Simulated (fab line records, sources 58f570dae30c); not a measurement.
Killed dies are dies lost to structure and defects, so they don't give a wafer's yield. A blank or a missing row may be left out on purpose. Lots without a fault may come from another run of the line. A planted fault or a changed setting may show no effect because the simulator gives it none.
Which tool did it? | flow berkeley_cmos170 | 7 lots, 21 wafers sampled, at 3 steps of a route of 331

WHAT THE GAUGES READ, wafer by wafer
UCB170_PSD_TW_MEAS_10.
lot  | measured     | on            | PSD_TW
L705 | day 8 16:58  | film_metro-01 | 2372 2370 2357
L708 | day 9 04:29  | film_metro-03 | 2349 2348 2353
L710 | day 10 14:25 | film_metro-02 | 2299 2308 2308
L716 | day 11 18:49 | film_metro-02 | 1714 1727 1720
L718 | day 12 06:31 | film_metro-02 | 2295 2298 2288
L722 | day 13 04:55 | film_metro-02 | 2307 2300 2298
L719 | day 13 14:42 | film_metro-03 | 2360 2365 2358

WHICH TOOL RAN EACH LOT (tool, then ch and the chambers of the sampled wafers, then the start)
lot  | UCB170_PSD_IMPLANT_08           | UCB170_PSD_STRIP_09
L705 | implanter-03 ch 0, day 8 16:43  | plasma_asher-03 ch 0,1, day 8 16:52
L708 | implanter-01 ch 0, day 9 04:16  | plasma_asher-03 ch 0,1, day 9 04:23
L710 | implanter-03 ch 0, day 10 14:11 | plasma_asher-03 ch 0,1, day 10 14:19
L716 | implanter-03 ch 0, day 11 18:34 | plasma_asher-03 ch 0,1, day 11 18:43
L718 | implanter-01 ch 0, day 12 06:16 | plasma_asher-03 ch 0,1, day 12 06:25
L722 | implanter-02 ch 0, day 13 04:41 | plasma_asher-04 ch 0,1, day 13 04:49
L719 | implanter-01 ch 0, day 13 14:28 | plasma_asher-03 ch 0,1, day 13 14:35
- UCB170_PSD_IMPLANT_08
- UCB170_PSD_STRIP_09: strips in O2.

THE ANSWER, worked out from the rows above alone
Rule: what is usual is taken from the lots themselves. Put in order of their means at a reading, lots are off if they are a third of the lots or fewer, leave a main group of 4 or more, and stand apart from it by a gap of 3 or more times the standard deviation of the main group's means; of several such gaps the widest counts. A main group whose means are all the same, to the digits that the tables above print for the reading, isn't used. A lot without any number at a reading at which 4 lots or more have one is off too. The other lots that the step has rows for count as sound.
Off: L716, at UCB170_PSD_TW_MEAS_10 (PSD_TW). The main group: mean 2330, standard deviation 30.
A tool fits if, at a process step before that reading, it ran every lot that is off, and no sound lot after the first of them. The gauges at UCB170_PSD_TW_MEAS_10 are tried like those tools. One fits: implanter-03 at UCB170_PSD_IMPLANT_08. Its last sound lot is L710 (day 10 14:11), its first lot that is off L716 (day 11 18:34): a fault that began between those two fits.

WHAT THE SIMULATOR HAD PUT IN
Process parameter drift: implanter-03, from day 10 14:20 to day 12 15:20, at UCB170_PSD_IMPLANT_08. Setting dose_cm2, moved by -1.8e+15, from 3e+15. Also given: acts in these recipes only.
Lots struck among those shown: L716. The rule above found the same.
